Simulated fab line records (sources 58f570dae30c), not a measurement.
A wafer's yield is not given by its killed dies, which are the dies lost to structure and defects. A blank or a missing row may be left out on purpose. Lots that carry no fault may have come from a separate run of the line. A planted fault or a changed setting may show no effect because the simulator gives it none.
Which tool is to blame?	flow berkeley cmos170	39 wafers from 13 lots sampled at 3 of the route's 331 steps

WHAT THE GAUGES READ, wafer by wafer
UCB170_PFIELD_TW_MEAS_09.
lot	measured	on	PFIELD_TW
L189	day 4 08:50	film metro-04	599 598 599
L188	day 4 09:05	film metro-03	613 612 612
L190	day 4 21:10	film metro-03	613 614 614
L191	day 5 02:37	film metro-03	614 614 617
L193	day 5 13:27	film metro-04	601 598 601
L192	day 5 13:42	film metro-03	614 615 618
L195	day 5 21:46	film metro-03	615 616 614
L194	day 5 22:20	film metro-01	596 599 599
L196	day 6 07:34	film metro-03	618 614 615
L197	day 6 07:43	film metro-01	594 594 595
L198	day 6 12:43	film metro-01	595 597 596
L203	day 7 10:50	film metro-04	552 547 547
L207	day 8 09:16	film metro-04	548 551 554

UCB170_SACOX_THK_MEAS_02.
lot	measured	on	SACOX_OXIDE_THK (nm)
L189	day 5 03:47	film metro-03	13.74 13.92 13.72
L188	day 5 03:48	film metro-02	14.45 14.30 14.69
L190	day 5 17:50	film metro-01	14.17 14.27 14.36
L191	day 5 20:45	film metro-03	14.25 14.14 14.25
L193	day 6 07:06	film metro-01	14.41 14.44 14.71
L192	day 6 07:05	film metro-02	14.21 14.07 14.01
L195	day 6 16:28	film metro-03	13.86 13.80 13.89
L194	day 6 16:29	film metro-02	14.06 13.82 13.86
L196	day 7 02:38	film metro-01	14.37 14.12 14.40
L197	day 7 02:41	film metro-01	14.31 14.40 14.18
L198	day 7 07:09	film metro-03	14.58 14.52 14.35
L203	day 8 04:12	film metro-01	13.81 13.64 13.83
L207	day 9 02:10	film metro-03	14.44 14.85 14.52

WHICH TOOL RAN EACH LOT (tool, then ch and the chambers of the sampled wafers, then the start)
lot	UCB170_PFIELD_IMPLANT_07
L189	implanter-02 ch 0, day 4 08:35
L188	implanter-03 ch 0, day 4 08:52
L190	implanter-03 ch 0, day 4 20:56
L191	implanter-03 ch 0, day 5 02:22
L193	implanter-03 ch 0, day 5 13:14
L192	implanter-04 ch 0, day 5 13:27
L195	implanter-03 ch 0, day 5 21:31
L194	implanter-03 ch 0, day 5 22:07
L196	implanter-02 ch 0, day 6 07:20
L197	implanter-03 ch 0, day 6 07:28
L198	implanter-02 ch 0, day 6 12:28
L203	implanter-04 ch 0, day 7 10:35
L207	implanter-04 ch 0, day 8 09:02
- UCB170_PFIELD_IMPLANT_07

WHAT THE TOOLS THEMSELVES READ (means of the sampled wafers that have a number; where no wafer has one, the mark that the record gives instead)
UCB170_PFIELD_IMPLANT_07.
lot	tool	dose ions cm2	end station pressure torr (Torr)	faraday current uA	tilt deg (degrees)
L189	implanter-02	2.0022e+13	5.09e-06	62.9	7.014
L188	implanter-03	2.0005e+13	5.02e-06	63.3	6.963
L190	implanter-03	2.0012e+13	5.13e-06	64.5	7.023
L191	implanter-03	2.0005e+13	4.82e-06	63.6	7.013
L193	implanter-03	2.0016e+13	4.88e-06	63.2	7.007
L192	implanter-04	1.9991e+13	4.71e-06	63.2	6.977
L195	implanter-03	2.0012e+13	4.92e-06	64.3	6.995
L194	implanter-03	1.9979e+13	5.06e-06	63.5	7.016
L196	implanter-02	2.0017e+13	4.95e-06	62.7	7.022
L197	implanter-03	2.0003e+13	4.78e-06	63.5	7.001
L198	implanter-02	2.0011e+13	5.06e-06	63.7	6.994
L203	implanter-04	1.5208e+13	5.13e-06	48.1	7.002
L207	implanter-04	1.5205e+13	4.93e-06	48.7	7.005

THE ANSWER, worked out from the rows above alone
Rule: what is usual is taken from the lots themselves. Put in order of their means at a reading, lots are off if they are a third of the lots or fewer, leave a main group of 4 or more, and stand apart from it by a gap of 3 or more times the standard deviation of the main group's means; of several such gaps the widest counts. Not used: any main group whose means are identical at the precision the tables above print for the reading. Also off: a lot with no number at a reading for which 4 or more lots have one. Any other lot the step has rows for is counted as sound. The gauges are gone through in route order, then the tools' own readings, and for those a lot's mean is taken as printed above. At the first step where some lot is off, the reading lying furthest off is the one used; lots without a number count as furthest.
Off: at UCB170_PFIELD_TW_MEAS_09 (PFIELD_TW), L203, L207. The main group: mean 607, standard deviation 8.7.
A tool fits if, at a process step before that reading, it ran every lot that is off, and no sound lot after the first of them. The gauges at UCB170_PFIELD_TW_MEAS_09 aren't tried: what is off there is off at UCB170_PFIELD_IMPLANT_07 too, on other tools, and a gauge's error can't cause that. One fits: implanter-04 at UCB170_PFIELD_IMPLANT_07. A fault onset in the window from L192 (day 5 13:27, its last sound lot) to L203 (day 7 10:35, its first lot off) fits.
The tool's own readings at UCB170_PFIELD_IMPLANT_07 bear it out: on the lots that are off they differ by more than 5 times the standard deviation of the sound lots' means. dose ions cm2 reads 1.5206e+13 there against 2.0007e+13 on the sound lots; faraday current uA reads 48.4 there against 63.5 on the sound lots.

WHAT THE SIMULATOR PUT IN
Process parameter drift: implanter-04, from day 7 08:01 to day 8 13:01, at UCB170_PFIELD_IMPLANT_07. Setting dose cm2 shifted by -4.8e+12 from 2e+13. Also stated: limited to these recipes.
Shown lots that were struck: L203, L207. The same result came from the rule above.
